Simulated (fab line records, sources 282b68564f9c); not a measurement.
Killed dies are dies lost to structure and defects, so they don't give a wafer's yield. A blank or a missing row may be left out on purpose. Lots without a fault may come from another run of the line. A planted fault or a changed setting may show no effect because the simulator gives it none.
Which tool did it? | flow rit_cmos | 14 lots, 42 wafers sampled, at 1 step of a route of 202

WHAT THE GAUGES READ, wafer by wafer
RIT_PRETRO_TW_MEAS_10. Usual: PRETRO_TW 474, standard deviation 3.6.
lot  | measured    | on            | PRETRO_TW   | flag
L274 | day 2 07:49 | film_metro-04 | 472 474 475 |
L275 | day 2 12:20 | film_metro-02 | 468 470 471 |
L276 | day 2 18:40 | film_metro-02 | 468 469 469 |
L277 | day 2 23:20 | film_metro-03 | 475 474 475 |
L278 | day 3 05:09 | film_metro-02 | 470 471 471 |
L279 | day 3 08:07 | film_metro-04 | 477 476 477 |
L280 | day 3 14:02 | film_metro-02 | 468 472 472 |
L281 | day 3 19:31 | film_metro-02 | 468 472 469 |
L282 | day 4 01:36 | film_metro-02 | 468 470 470 |
L287 | day 5 07:28 | film_metro-03 | 476 477 475 |
L288 | day 5 10:26 | film_metro-04 | 475 477 477 |
L294 | day 6 11:50 | film_metro-04 | 477 480 478 |
L295 | day 6 15:52 | film_metro-04 | 478 480 479 |
L297 | day 7 04:47 | film_metro-02 | 476 471 473 |

WHICH TOOL RAN EACH LOT (tool, then ch and the chambers of the sampled wafers, then the start)
The record holds no process step before these readings.

WHAT THE TOOLS THEMSELVES READ (means of the sampled wafers that have a number; where no wafer has one, the mark that the record gives instead)
The record holds no such reading with a usual standard deviation.

THE ANSWER, worked out from the rows above alone
Rule: a lot is off if the mean of its wafers that have a number lies more than 3 standard deviations from the usual mean. A lot without any number at a reading at which 4 lots or more have one is off too. The other lots that the step has rows for count as sound. The gauges are gone through in route order, then the tools' own readings, and for those a lot's mean is taken as printed above. The first step at which some lot is off is used, and at that step the reading that is off furthest; a lot without a number counts as furthest.
No lot is off at any reading shown: from this, nothing can be told.

WHAT THE SIMULATOR HAD PUT IN
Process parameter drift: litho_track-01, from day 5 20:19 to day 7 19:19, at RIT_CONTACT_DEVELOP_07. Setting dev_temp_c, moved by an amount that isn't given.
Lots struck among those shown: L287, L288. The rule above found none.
